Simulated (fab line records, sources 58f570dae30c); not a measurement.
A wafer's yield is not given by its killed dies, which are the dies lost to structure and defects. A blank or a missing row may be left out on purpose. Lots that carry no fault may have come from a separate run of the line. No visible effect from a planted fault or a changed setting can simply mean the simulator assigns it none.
2 desks looking at one fault + flow berkeley-cmos170 + numbers are kept per desk, each desk with only its own; the story behind them comes last

AT THE METROLOGY DESK
What the gauges read for every lot (on any tool): the sampled wafers with a number, averaged. The brackets show how far a lot's mean lies from the usual mean; more than 4 standard deviations puts the lot out of limits, marked OUT.
Columns: A = START_OXIDE_THK at UCB170_START_THK_MEAS_03, usual 20.1 nm; B = NWELL_TW at UCB170_NWELL_TW_MEAS_16, usual 1242; C = PFIELD_TW at UCB170_PFIELD_TW_MEAS_09, usual 598; D = FIELD_OXIDE_THK at UCB170_FIELD_THK_MEAS_02, usual 560 nm
| lot  | first seen here | A    | B    | C   | D   |
|------|-----------------|------|------|-----|-----|
| L582 | day 2 02:06     | 20.2 | 1236 | 596 | 562 |
| L584 | day 2 08:04     | 19.9 | 1233 | 595 | 573 |
| L583 | day 2 08:04     | 20.0 | 1233 | 593 | 556 |
| L585 | day 2 18:34     | 20.0 | 1235 | 606 | 571 |
| L586 | day 2 18:34     | 20.6 | 1251 | 593 | 561 |
| L587 | day 3 05:20     | 20.3 | 1238 | 607 | 555 |
| L589 | day 3 13:20     | 20.2 | 1236 | 603 | 552 |
| L592 | day 4 00:06     | 20.4 | 1225 | 594 | 561 |
| L593 | day 4 10:49     | 20.4 | 1251 | 583 | 563 |
| L595 | day 4 19:18     | 19.8 | 1238 | 594 | 549 |
| L596 | day 4 23:40     | 20.2 | 1229 | 601 | 548 |
| L597 | day 5 04:32     | 19.8 | 1240 | 586 | 554 |
| L602 | day 6 04:23     | 20.0 | 1257 | 593 | 565 |
| L603 | day 6 11:46     | 20.5 | 1238 | 600 | 550 |
This desk's finding: nothing out of limits on any of the 14 lots.

TOOL OWNER'S DESK, implanter-03
For each lot that ran on this tool, the mean over its sampled wafers that have a number, from the tool's own readings at UCB170_PFIELD_IMPLANT_07. The brackets show how far a lot's mean lies from the usual mean; more than 4 standard deviations puts the lot out of limits, marked OUT.
Columns: A = dose-ions-cm2 at UCB170_PFIELD_IMPLANT_07, usual 2e+13; B = faraday-current-uA at UCB170_PFIELD_IMPLANT_07, usual 63.4
| lot  | first seen here | A               | B    |
|------|-----------------|-----------------|------|
| L584 | day 5 20:16     | 2e+13           | 63.7 |
| L583 | day 5 20:27     | 2e+13           | 63.3 |
| L587 | day 6 07:36     | 2e+13           | 63.6 |
| L593 | day 7 14:34     | 2e+13 (-54) OUT | 59.6 |
| L597 | day 8 03:22     | 2e+13 (-55) OUT | 59.5 |
Finding of this desk: L593, L597 out of limits; the first was L593 at day 7 14:34, on dose-ions-cm2 at UCB170_PFIELD_IMPLANT_07. In limits: L584, L583, L587.

BROUGHT TOGETHER
At day 7 14:34, on L593, L597, the tool owner's desk was in a position to raise an alarm.
Metrology desk: nothing out of limits seen.
The metrology desk holds a record of L593, L597, inside its limits.
Every lot named ran UCB170_PFIELD_IMPLANT_07 on implanter-03.

WHAT HAD BEEN PUT IN BY THE SIMULATOR
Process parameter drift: implanter-03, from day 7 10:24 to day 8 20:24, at UCB170_PFIELD_IMPLANT_07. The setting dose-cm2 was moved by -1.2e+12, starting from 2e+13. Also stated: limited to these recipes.
Lots struck among those shown: L593, L597.
Each desk's first reading out of limits, in hours after the fault started: the tool owner's desk, 4.
